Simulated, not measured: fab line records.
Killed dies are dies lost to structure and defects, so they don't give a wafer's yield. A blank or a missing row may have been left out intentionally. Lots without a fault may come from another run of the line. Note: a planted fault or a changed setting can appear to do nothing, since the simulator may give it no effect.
Problem report, 8D (eight disciplines) form, completed by code | flow berkeley-cmos170 | the parts of the form that need people (team, actions taken, sign-off) are left out

1. THE PROBLEM
Wafers without a fault read 1.014 a.u., standard deviation 0.025; oes-product-au at UCB170_M1_ETCH_11 reads a mean of 1.392 a.u. on 6 wafers belonging to 2 lots. That is +15 standard deviations from the usual mean.
The step: etches BARC in N2/H2.
Earliest sighting: wafer L322.2 on rie-diel-01 at day 11 20:59. The record has a number at this step for 42 wafers belonging to 14 lots. Rule for "out" (also "out of limits"): further than 4 standard deviations from the usual mean. The rest of the wafers with a number are treated as sound.

2. WHAT THIS IS AND IS NOT
question                    | is                     | is not
which readings at this step | oes-product-au         | drypump-motor-current-A, throttle-valve-pct
which lots                  | L322, L323             | L307, L308, L309, L311, L312, L313, L315, L320, L325, L327, L329, L330
which wafers of those lots  | all that have a number | -
read on which tools         | rie-diel-01            | rie-diel-03, rie-diel-04
when                        | from day 11 20:59      | up to then (24 sound wafers); but 12 sound wafers of L325, L327, L329, L330 came after

3. WHAT RULES OUT EACH SUSPECT
Counting: a tool stays on the suspect list if, at a process step up to the reading, it processed all lots that are out and no sound lot following the first of them.
- rie-diel-01 at UCB170_M1_ETCH_11 (etches BARC in N2/H2): kept. It ran every lot that is out, first L322 (day 11 20:59), and no sound lot after that. Its own readings are out on those wafers: oes-product-au.
Left after counting: rie-diel-01 at UCB170_M1_ETCH_11.

4. THE CAUSE (what the simulator had put in)
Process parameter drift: rie-diel-01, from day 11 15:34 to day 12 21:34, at UCB170_M1_ETCH_11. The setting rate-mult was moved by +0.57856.
After counting, this tool was the only one left.

5. SEQUENCE OF EFFECTS, ordered by route
Rows list readings where the struck wafers' mean (over those with a number) sits beyond 3 standard deviations from the usual. Readings are gone through only where the record gives a usual standard deviation; hours: the median, over the lots, of the time from a lot's start at the first step in this table giving one to that lot's start at this step; sigmas: the change measured in usual standard deviations.
hours | step                 | reading        | usual      | on struck wafers | change | sigmas
0     | UCB170_M1_ETCH_11    | oes-product-au | 1.014 a.u. | 1.392            | +0.378 | +15
0     | UCB170_M1_CD_MEAS_90 | cd-nm          | 700.8 nm   | 693.9            | -6.9   | -3.1
It contains these process steps:
- UCB170_M1_ETCH_11: etches BARC in N2/H2.
At these later measuring or inspecting steps, every struck wafer for which the step has a row has a number for every such reading, and none has moved that far: UCB170_M2_RS_MEAS_02.

6. WHAT WOULD HAVE CAUGHT IT SOONER
In this record the first reading out of limits was taken at day 11 20:59, 5 hours after the fault began at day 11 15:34.
